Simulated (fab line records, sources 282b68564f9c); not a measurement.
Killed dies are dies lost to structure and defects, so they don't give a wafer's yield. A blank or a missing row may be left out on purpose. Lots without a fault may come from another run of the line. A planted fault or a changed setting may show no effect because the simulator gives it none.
fab line records | flow rit_cmos
record lots=15 wafers=45 last_day=7
route steps=202 shown GATE@92 PSD@148
lots that met no fault: from a run of the same line without faults
start_h: hours from the record's first day to the start of the lot's first wafer shown | wait_h: hours since the lot's step before | " the same as in the row above | L1.1+2: a row that stands for several wafers | - no value, or no start given | * or withheld: withheld | < > ~ a bound
route shown NAME@n: a module of which the file shows steps, and the number in the route of the first | usual: mean/standard deviation of fault-free wafers | same: alike in all rows | chamber/n: place in a boat | sites: the reading at each site | _std_site: their standard deviation | _edge_site: outer sites' mean less inner sites' | radius_mm: how far each site lies from the wafer's centre | mask NAME#n: copy n | behind: the tool/chamber that last shaped the wafer | hold: why the lot was held/for how many hours/how that ended | device: the transistor (n, p or np) that didn't switch | end of line: the same wafers' tests at the end of the route | a step without rows: its recipe alone | killed: dies lost to structure and defects at the first sort, not the wafer's yield | map: a wafer's dies, x killed, . not, _ none there
set.NAME: the setting as run; set.NAME@STEP: as run at that earlier step | model.NAME: the simulator's own value behind a step, which no gauge read
steps of the route over a sample of lots; a table a step, a row a wafer
services: from which hour (start_h, from the record's first day; less than 0 if before it) a tool's chamber was out of use, for how many hours, and why
## steps
# step RIT_GATE_CD_MEAS_16
# recipe target_cd_nm=150
# usual cd_nm=150.1/2.9
# columns lot.wafer tool chamber start_h wait_h cd_nm
L466.1 cd_sem-02 - 36.78 - 148.9
L466.2 " - " " 148.5
L466.5 " - " " 150.1
L467.1 cd_sem-02 - 42.48 - 156.0
L467.3 " - " " 153.8
L467.6 " - " " 152.3
L469.1 cd_sem-01 - 52.28 - 151.8
L469.5 " - " " 154.7
L469.6 " - " " 154.3
L470.1 cd_sem-02 - 56.20 - 151.2
L470.3 " - " " 148.8
L470.4 " - " " 150.8
L471.2 cd_sem-02 - 61.22 - 149.2
L471.3 " - " " 151.1
L471.4 " - " " 147.8
L472.2 cd_sem-01 - 66.75 - 150.7
L472.4 " - " " 149.9
L472.5 " - " " 151.2
L478.4 cd_sem-02 - 98.11 - 149.8
L478.5 " - " " 149.1
L478.6 " - " " 149.2
L479.4 cd_sem-02 - 101.38 - 156.0
L479.5 " - " " 154.5
L479.6 " - " " 153.4
L481.3 cd_sem-02 - 110.93 - 151.1
L481.4 " - " " 153.1
L481.5 " - " " 152.2
L483.1 cd_sem-01 - 122.95 - 149.6
L483.4 " - " " 147.9
L483.5 " - " " 152.8
L484.3 cd_sem-01 - 126.62 - 150.0
L484.5 " - " " 151.0
L484.6 " - " " 147.3
L485.1 cd_sem-01 - 131.45 - 151.6
L485.2 " - " " 150.1
L485.4 " - " " 150.0
L486.1 cd_sem-02 - 136.29 - 145.9
L486.4 " - " " 147.9
L486.5 " - " " 147.9
L487.1 cd_sem-02 - 141.69 - 148.9
L487.3 " - " " 147.0
L487.6 " - " " 149.7
L488.1 cd_sem-01 - 146.67 - 145.5
L488.4 " - " " 145.1
L488.6 " - " " 143.6
# step RIT_GATE_STRIP_20
# recipe chemistry=O2 time_s=180 resist=NOVOLAK platen_temp_c=withheld power_w=500 pressure_mtorr=4000 o2_flow_sccm=4000
# usual chamber_pressure_mTorr=4000/3.9 drypump_motor_current_A=5.8/0.46
# columns lot.wafer tool chamber start_h wait_h chamber_pressure_mTorr drypump_motor_current_A rf_hours_counter_h
L466.1 plasma_asher-04 0 37.19 0.1 4000 5.9 41
L466.2 " 1 " " 3996 5.7 41
L466.5 " 0 " " 3998 5.9 -
L467.1 plasma_asher-02 0 42.90 0.1 4000 6.2 43
L467.3 " 1 " " 3996 5.1 -
L467.6 " 0 " " 4005 6.2 -
L469.1 plasma_asher-03 1 52.69 0.1 4005 5.7 43
L469.5 " 1 " " 4003 5.7 -
L469.6 " 0 " " 3998 6.7 -
L470.1 plasma_asher-02 1 56.62 0.1 - - -
L470.3 " 0 " " - - -
L470.4 " 1 " " - - -
L471.2 plasma_asher-02 0 61.62 0.1 - - -
L471.3 " 1 " " - - -
L471.4 " 0 " " - - -
L472.2 plasma_asher-04 0 67.15 0.1 - - -
L472.4 " 0 " " - - -
L472.5 " 1 " " - - -
L478.4 plasma_asher-04 1 98.53 0.1 3999 5.7 -
L478.5 " 0 " " 4005 5.9 -
L478.6 " 1 " " 4000 5.7 -
L479.4 plasma_asher-04 0 101.79 0.1 4000 5.9 -
L479.5 " 1 " " 3999 5.6 -
L479.6 " 0 " " 4006 5.9 -
L481.3 plasma_asher-02 0 111.36 0.1 4003 6.2 -
L481.4 " 1 " " 3997 5.1 -
L481.5 " 1 " " 4003 5.2 -
L483.1 plasma_asher-04 0 123.37 0.1 4004 5.9 1
L483.4 " 0 " " 3999 5.8 -
L483.5 " 1 " " 4000 5.7 -
L484.3 plasma_asher-04 1 127.05 0.1 4002 5.7 -
L484.5 " 0 " " 4004 5.9 -
L484.6 " 1 " " 4004 5.7 -
L485.1 plasma_asher-02 1 131.87 0.1 4008 5.1 53
L485.2 " 0 " " 3992 6.1 53
L485.4 " 0 " " 3999 6.2 -
L486.1 plasma_asher-04 0 136.70 0.1 4003 5.9 2
L486.4 " 0 " " 4001 5.9 -
L486.5 " 1 " " 3996 5.7 -
L487.1 plasma_asher-02 1 142.10 0.1 3991 5.1 54
L487.3 " 1 " " 4002 5.1 -
L487.6 " 0 " " 4008 6.2 -
L488.1 plasma_asher-02 1 147.08 0.1 4000 5.2 55
L488.4 " 1 " " 3995 5.2 -
L488.6 " 1 " " 4005 5.1 -
# step RIT_PSD_OVL_MEAS_06
# usual PSD_OVL=0.1/1.2
# columns lot.wafer tool chamber start_h wait_h PSD_OVL[nm]
L466.1 overlay-01 - 48.47 - -0.2
L466.2 " - " " 0.3
L466.5 " - " " -1.7
L467.1 overlay-02 - 54.26 - 1.1
L467.3 " - " " 0.0
L467.6 " - " " 0.1
L469.1 overlay-02 - 64.00 - -1.2
L469.5 " - " " -0.2
L469.6 " - " " -0.3
L478.4 overlay-02 - 109.76 - 2.7
L478.5 " - " " 2.8
L478.6 " - " " 0.7
L479.4 overlay-02 - 113.09 - -0.6
L479.5 " - " " 1.0
L479.6 " - " " 1.5
L481.3 overlay-01 - 122.66 - 0.8
L481.4 " - " " -0.5
L481.5 " - " " 1.6
L483.1 overlay-01 - 134.62 - -0.1
L483.4 " - " " 0.2
L483.5 " - " " 0.0
L484.3 overlay-02 - 138.80 - 1.3
L484.5 " - " " 0.8
L484.6 " - " " 1.0
L485.1 overlay-02 - 143.15 - 2.1
L485.2 " - " " 0.4
L485.4 " - " " 0.6
L486.1 overlay-02 - 148.86 - -0.7
L486.4 " - " " 2.2
L486.5 " - " " 0.3
L487.1 overlay-02 - 153.78 - 0.6
L487.3 " - " " 0.8
L487.6 " - " " 0.4
L488.1 overlay-01 - 160.71 - -0.5
L488.4 " - " " 1.7
L488.6 " - " " 2.1
# step RIT_SDANNEAL_RS_MEAS_04
# recipe thk_meas_gauge=four-point-probe
# usual PSD_RS=115.9/0.33
# columns lot.wafer tool chamber start_h wait_h PSD_RS[ohm/sq]
L466.1 film_metro-04 - 49.46 0.0 115.4
L466.2 " - " " 115.5
L466.5 " - " " 116.0
L467.1 film_metro-04 - 55.32 0.1 115.1
L467.3 " - " " 115.4
L467.6 " - " " 115.5
L469.1 film_metro-01 - 65.00 0.0 115.7
L469.5 " - " " 116.0
L469.6 " - " " 116.1
L478.4 film_metro-03 - 110.81 0.1 115.8
L478.5 " - " " 115.8
L478.6 " - " " 115.7
L479.4 film_metro-03 - 114.13 0.1 115.9
L479.5 " - " " 115.5
L479.6 " - " " 115.7
L481.3 film_metro-04 - 123.69 0.1 115.9
L481.4 " - " " 115.9
L481.5 " - " " 116.1
L483.1 film_metro-04 - 135.62 0.0 115.8
L483.4 " - " " 115.9
L483.5 " - " " 115.4
L484.3 film_metro-03 - 140.00 0.1 115.7
L484.5 " - " " 116.0
L484.6 " - " " 116.3
L485.1 film_metro-03 - 144.17 0.0 116.5
L485.2 " - " " 116.6
L485.4 " - " " 116.2
L486.1 film_metro-04 - 149.87 0.0 115.9
L486.4 " - " " 115.7
L486.5 " - " " 115.6
L487.1 film_metro-04 - 154.79 0.0 116.2
L487.3 " - " " 115.8
L487.6 " - " " 115.9
L488.1 film_metro-03 - 161.74 0.0 115.9
L488.4 " - " " 116.0
L488.6 " - " " 115.6
## services
# columns tool chamber start_h hours kind
plasma_asher-04 - 108.75 9.0 pm
plasma_asher-04 0 108.75 9.0 vent_cycle
plasma_asher-04 1 108.75 9.0 vent_cycle
plasma_asher-04 0 117.75 - clean
plasma_asher-04 1 117.75 - clean
plasma_asher-03 - 132.28 2.8 pm
## key
first_sign step=RIT_GATE_STRIP_20 reading=tool_record direction=missing
effect none on later readings
met_at RIT_GATE_STRIP_20
struck_lots L470,L471,L472
later_rows_left_out L470.1,L470.3,L470.4,L471.2,L471.3,L471.4,L472.2,L472.4,L472.5
sort_left_out L470.1,L470.3,L470.4,L471.2,L471.3,L471.4,L472.2,L472.4,L472.5
tester_left_out L470,L471,L472
not_acting_at RIT_GATE_CD_MEAS_16,RIT_PSD_OVL_MEAS_06,RIT_SDANNEAL_RS_MEAS_04
onset_between 42.90 56.62
fault kind=skipped_step_whole tool=plasma_asher-02,plasma_asher-04 chamber=- onset_h=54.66 steps=RIT_GATE_STRIP_20 scope=struck_lots_only
# tester_left_out: of these lots the tester's yield and bins aren't shown, on N5 and GAA mostly nor the transistor test; their killed dies are dies lost to structure and defects alone, not to doping, threshold or leakage, so they don't give the yield
# sort_left_out: the simulated sort isn't trusted on such a fault, so these wafers' sort isn't shown, and their yield isn't known
# later_rows_left_out: the simulator's readings of these wafers behind a module that went badly wrong aren't trusted and aren't shown, but for the sort
